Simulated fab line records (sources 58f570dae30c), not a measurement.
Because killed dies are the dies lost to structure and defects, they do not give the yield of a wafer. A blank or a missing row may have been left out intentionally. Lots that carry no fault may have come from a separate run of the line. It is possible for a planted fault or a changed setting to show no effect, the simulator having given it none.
2 desks looking at one fault ; flow berkeleyCmos170 ; only its own numbers are on each desk; what lay behind them is given at the end

AT THE METROLOGY DESK
What the gauges read, lot by lot, whatever tool the lot ran on: means of the sampled wafers that have a number. The brackets show how far a lot's mean lies from the usual mean; more than 4 standard deviations puts the lot out of limits, marked OUT.
Columns: A = cdNm at UCB170_M2_CD_MEAS_90, usual 700 nm
lot;first seen here;A
L584;day 7 20:31;703
L587;day 7 20:52;701
L586;day 7 23:52;699
L590;day 8 19:43;696
L591;day 8 22:43;700
L594;day 9 13:10;701
L595;day 10 09:00;696
L598;day 10 14:31;695
L596;day 10 14:51;701
L603;day 10 22:52;700
L601;day 11 05:05;700
L605;day 11 19:05;698
L606;day 12 03:51;698
L607;day 12 07:19;700
Result from this desk: across the 14 lots, nothing is out of limits.

THE TOOL OWNER'S DESK: pvdSputter-04
The tool's own readings at UCB170_M2_SPUTTER_01 (material Al, target thk 900 nm, time 120 s): means of the sampled wafers that have a number, for each lot that ran on this tool. The brackets show how far a lot's mean lies from the usual mean; more than 4 standard deviations puts the lot out of limits, marked OUT.
Columns: A = throttleValvePct at UCB170_M2_SPUTTER_01, usual 29.8 %
lot;first seen here;A
L584;day 7 17:00;30.4
L586;day 7 19:58;29.5
L590;day 8 17:09;29.5
L591;day 8 20:25;29.3
L594;day 9 10:49;30.1
L595;day 10 05:32;30.3
Result from this desk: across the 6 lots, nothing is out of limits.

ALL TOGETHER
Metrology desk: nothing out of limits seen.
The tool owner's desk saw nothing out of limits.

WHAT THE SIMULATOR HAD INSERTED
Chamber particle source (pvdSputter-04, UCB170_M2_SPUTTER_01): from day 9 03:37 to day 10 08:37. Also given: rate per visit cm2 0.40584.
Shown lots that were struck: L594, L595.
